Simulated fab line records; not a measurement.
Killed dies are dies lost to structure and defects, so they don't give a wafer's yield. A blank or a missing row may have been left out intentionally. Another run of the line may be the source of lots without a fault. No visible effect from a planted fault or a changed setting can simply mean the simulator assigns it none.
Which tool is to blame? | flow berkeley-cmos170 | 14 lots with 42 wafers sampled at 2 steps, on a route of 331 steps

## WHAT EACH GAUGE READ, for each wafer
UCB170_PFIELD_OVL_MEAS_06. Usual: PFIELD_OVL typically reads 3 nm, with standard deviation 5.9.
lot  | measured    | on         | PFIELD_OVL (nm) | flag
L552 | day 4 08:34 | overlay-01 | -3 0 5          |
L551 | day 4 08:48 | overlay-02 | 7 16 3          |
L553 | day 4 20:53 | overlay-01 | 8 6 7           |
L555 | day 5 13:25 | overlay-02 | 1 -3 1          |
L559 | day 6 07:16 | overlay-01 | -1 6 -1         |
L562 | day 6 12:07 | overlay-01 | 6 6 6           |
L561 | day 6 12:26 | overlay-01 | 2 7 5           |
L564 | day 7 05:25 | overlay-01 | -2 6 -2         |
L569 | day 7 20:07 | overlay-01 | 11 14 11        |
L567 | day 7 20:22 | overlay-02 | 6 9 0           |
L570 | day 8 08:58 | overlay-01 | 0 1 5           |
L571 | day 8 09:15 | overlay-02 | -1 -1 -2        |
L573 | day 8 15:57 | overlay-02 | 4 6 0           |
L574 | day 9 00:29 | overlay-02 | 10 7 7          |

UCB170_NVT_TW_MEAS_09. Usual: NVT_TW typically reads 526, with standard deviation 7.2.
lot  | measured     | on            | NVT_TW      | flag
L552 | day 5 13:59  | film-metro-03 | 538 534 538 |
L551 | day 5 14:06  | film-metro-01 | 520 521 520 |
L553 | day 6 02:45  | film-metro-04 | 521 524 522 |
L555 | day 6 18:10  | film-metro-03 | 535 537 533 |
L559 | day 7 11:23  | film-metro-03 | 530 532 533 |
L562 | day 7 16:41  | film-metro-03 | 530 534 528 |
L561 | day 7 17:17  | film-metro-01 | 517 520 521 |
L564 | day 8 07:52  | film-metro-01 | 520 521 518 |
L569 | day 9 03:41  | film-metro-04 | 519 518 515 |
L567 | day 9 03:23  | film-metro-03 | 533 531 535 |
L570 | day 9 12:56  | film-metro-03 | 534 537 535 |
L571 | day 9 12:49  | film-metro-04 | 523 518 520 |
L573 | day 9 22:06  | film-metro-03 | 535 535 533 |
L574 | day 10 03:55 | film-metro-01 | 517 522 521 |

## TOOL THAT RAN EACH LOT (tool first, then ch and the chambers of the sampled wafers, then the start)
No process step before these readings appears in the record.

## AS READ BY THE TOOLS THEMSELVES (means over the sampled wafers that have a number; for cases with no such wafer, the mark the record gives instead)
The record holds no such reading with a usual standard deviation.

## THE ANSWER, worked out from the rows above alone
Rule: take the mean of a lot's wafers that have a number; if it is more than 3 standard deviations from the usual mean, the lot is off. Also off: a lot with no number at a reading for which 4 or more lots have one. The other lots that the step has rows for count as sound. First the gauges in route order, then the tools' own readings, where a lot's mean is used as printed above. The first step at which some lot is off is used, and at that step the reading that is off furthest; a lot without a number counts as furthest.
Across all readings shown, no lot is off: no conclusion can be drawn from this.

## WHAT THE SIMULATOR HAD INSERTED
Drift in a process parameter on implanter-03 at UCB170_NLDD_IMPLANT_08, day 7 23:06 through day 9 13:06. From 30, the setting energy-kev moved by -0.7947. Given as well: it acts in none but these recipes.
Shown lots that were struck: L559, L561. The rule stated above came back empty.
